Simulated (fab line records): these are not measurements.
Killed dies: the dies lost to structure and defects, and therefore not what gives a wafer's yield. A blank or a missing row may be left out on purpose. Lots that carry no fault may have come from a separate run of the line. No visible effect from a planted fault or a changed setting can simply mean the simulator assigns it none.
The tool behind it: which one? -- flow rit_cmos -- 7 lots with 21 wafers sampled at 2 steps, on a route of 202 steps

WHAT THE GAUGES SHOWED, per wafer
RIT_NLDD_OVL_MEAS_06.
lot,measured,on,NLDD_OVL (nm)
L950,day 2 22:40,overlay-02,0.5 2.0 1.8
L953,day 3 13:28,overlay-02,1.8 0.6 0.7
L956,day 4 04:48,overlay-01,-296.3 -297.5 -296.3
L958,day 4 14:25,overlay-01,-297.7 -296.2 -295.4
L962,day 5 11:35,overlay-01,3.0 1.5 2.2
L966,day 6 07:25,overlay-02,0.4 0.1 0.1
L970,day 7 03:01,overlay-01,0.3 1.6 0.1

EACH LOT AND THE TOOL THAT RAN IT (in order: tool; ch and the chambers of the sampled wafers; start)
lot,RIT_NLDD_EXPOSE_03
L950,"iline_stepper-01 ch 0, day 2 22:14"
L953,"iline_stepper-01 ch 0, day 3 13:06"
L956,"iline_stepper-02 ch 0, day 4 04:24"
L958,"iline_stepper-02 ch 0, day 4 14:01"
L962,"iline_stepper-01 ch 0, day 5 11:11"
L966,"iline_stepper-01 ch 0, day 6 07:02"
L970,"iline_stepper-01 ch 0, day 7 02:38"
- RIT_NLDD_EXPOSE_03: exposes mask M7, target cd 40700 nm.

THE ANSWER, worked out from the rows above alone
Rule: what is usual is taken from the lots themselves. Put in order of their means at a reading, lots are off if they are a third of the lots or fewer, leave a main group of 4 or more, and stand apart from it by a gap of 3 or more times the standard deviation of the main group's means; of several such gaps the widest counts. A main group is skipped when, at the precision printed for the reading in the tables above, its means are all equal. Also off: a lot with no number at a reading for which 4 or more lots have one. Any other lot the step has rows for is counted as sound.
Off: at RIT_NLDD_OVL_MEAS_06 (NLDD_OVL), L956, L958. Main group: mean 1.1 nm, sd 0.69.
A tool fits if, at a process step before that reading, it ran every lot that is off, and no sound lot after the first of them. Those tools and the gauges at RIT_NLDD_OVL_MEAS_06 are tried in the same way. One fits: RIT_NLDD_EXPOSE_03 on iline_stepper-02. It ran no sound lot before its first lot that is off in this sample, so the start can't be narrowed down.

WHAT THE SIMULATOR HAD INSERTED
Scanner matching overlay: iline_stepper-02, from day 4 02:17 on, at RIT_NLDD_EXPOSE_03. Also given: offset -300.
Shown lots that were struck: L956, L958. The rule above found the same.
